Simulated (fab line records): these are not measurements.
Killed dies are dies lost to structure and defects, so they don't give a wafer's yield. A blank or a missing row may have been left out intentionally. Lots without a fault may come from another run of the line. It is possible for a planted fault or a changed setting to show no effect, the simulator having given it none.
Which tool is to blame?    flow berkeleyCmos170    21 wafers sampled from 7 lots at 1 step of a route of 331

## WHAT EACH GAUGE READ, for each wafer
UCB170_SCREENOX_THK_MEAS_02.
lot   measured      on            SCREENOX_OXIDE_THK (nm)
L270  day 5 19:49   filmMetro-03  13.95 13.95 13.98
L274  day 7 00:34   filmMetro-02  13.77 13.65 13.85
L281  day 8 19:50   filmMetro-04  14.82 14.70 14.86
L286  day 9 11:50   filmMetro-04  13.93 14.27 14.04
L285  day 9 11:53   filmMetro-03  14.40 14.28 14.22
L290  day 10 20:14  filmMetro-04  14.45 14.28 14.55
L292  day 11 11:41  filmMetro-04  14.81 14.46 14.76

## TOOL THAT RAN EACH LOT (tool first, then ch and the chambers of the sampled wafers, then the start)
The record holds no process step before these readings.

## THE ANSWER, worked out from the rows above alone
Rule: what is usual is taken from the lots themselves. Put in order of their means at a reading, lots are off if they are a third of the lots or fewer, leave a main group of 4 or more, and stand apart from it by a gap of 3 or more times the standard deviation of the main group's means; of several such gaps the widest counts. The tables above print the reading to a certain number of digits; a main group whose means all agree to those digits is not used. A lot without any number at a reading at which 4 lots or more have one is off too. Any other lot the step has rows for is counted as sound.
No lot is off on any of the readings shown, so nothing can be concluded from this.

## WHAT THE SIMULATOR PUT IN
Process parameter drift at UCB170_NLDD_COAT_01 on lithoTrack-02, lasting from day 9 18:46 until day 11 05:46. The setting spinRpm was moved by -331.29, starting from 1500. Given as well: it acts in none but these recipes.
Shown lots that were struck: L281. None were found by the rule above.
